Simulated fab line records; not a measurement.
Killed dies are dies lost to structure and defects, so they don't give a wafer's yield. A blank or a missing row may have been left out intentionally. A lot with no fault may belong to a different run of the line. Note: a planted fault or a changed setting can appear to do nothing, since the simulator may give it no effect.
2 desks, one fault    flow ritCmos    numbers are kept per desk, each desk with only its own; the story behind them comes last

== FROM THE METROLOGY DESK ==
What the gauges read, lot by lot, whatever tool the lot ran on: means of the sampled wafers that have a number. The brackets show how far a lot's mean lies from the usual mean; more than 4 standard deviations puts the lot out of limits, marked OUT.
Columns: A = REOX_OXIDE_THK at RIT_REOX_THK_MEAS_04, usual 25.3 nm
lot   first seen here  A
L829  day 2 21:14      25.0
L830  day 3 02:26      25.4
L831  day 3 03:53      25.7
L832  day 3 15:02      25.8
L834  day 4 04:38      24.9
L835  day 4 04:38      25.3
L836  day 4 12:37      25.3
L842  day 5 14:41      24.4
L845  day 6 06:01      29.7 (+10) OUT
L846  day 6 11:01      29.3 (+9.4) OUT
L848  day 6 21:59      25.6
L849  day 7 06:09      25.4
L850  day 7 10:16      25.5
L852  day 8 03:34      25.0
Per this desk, out of limits: L845, L846; the first was L845, day 6 06:01 (REOX_OXIDE_THK at RIT_REOX_THK_MEAS_04). In limits: L829, L830, L831, L832, L834, L835, L836, L842, L848, L849, L850, L852.

== FOR THE TOOL OWNER'S DESK: furnace-04 ==
The tool's own readings at RIT_REOX_OXIDATION_03 (target thk 25.2 nm, ox time 5580 s): means of the sampled wafers that have a number, for each lot that ran on this tool. The brackets show how far a lot's mean lies from the usual mean; more than 4 standard deviations puts the lot out of limits, marked OUT.
Columns: A = spikeTcCentreC at RIT_REOX_OXIDATION_03, usual 902.7 C; B = spikeTcLoadC at RIT_REOX_OXIDATION_03, usual 923 C; C = spikeTcSourceC at RIT_REOX_OXIDATION_03, usual 923.7 C; D = tubeCenterTempC at RIT_REOX_OXIDATION_03, usual 900.01 C; E = tube_center_temp_C_max at RIT_REOX_OXIDATION_03, usual 902.4; F = zonePowerCentrePct at RIT_REOX_OXIDATION_03, usual 44 %
lot   first seen here  A                B               C                D                         E                F
L829  day 2 18:40      903.5            920             924.6            900.04                    902.4            48
L831  day 3 01:19      903.4            921             924.4            899.98                    902.4            48
L836  day 4 10:03      902.6            921             923.7            899.94                    902.1            48
L845  day 6 03:27      917.1 (+14) OUT  937 (+4.1) OUT  939.4 (+12) OUT  914.97 (+99 or more) OUT  917.3 (+41) OUT  49
L846  day 6 08:27      918.9 (+16) OUT  936             939.6 (+12) OUT  914.91 (+99 or more) OUT  917.0 (+41) OUT  49
Finding of this desk: L845, L846 out of limits; the first was L845 at day 6 03:27, on spikeTcCentreC at RIT_REOX_OXIDATION_03. In limits: L829, L831, L836.

== BROUGHT TOGETHER ==
At day 6 03:27, on L845, L846, the tool owner's desk was in a position to raise an alarm.
An alarm was possible from the metrology desk at day 6 06:01, on L845, L846.
All the named lots went through RIT_REOX_OXIDATION_03 on furnace-04.

== WHAT THE SIMULATOR PUT IN ==
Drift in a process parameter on furnace-04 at RIT_REOX_OXIDATION_03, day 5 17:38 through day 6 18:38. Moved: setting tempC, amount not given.
Lots struck among those shown: L845, L846.
Hours from the fault's start to each desk's first reading out of limits: the tool owner's desk, 10; the metrology desk, 12.
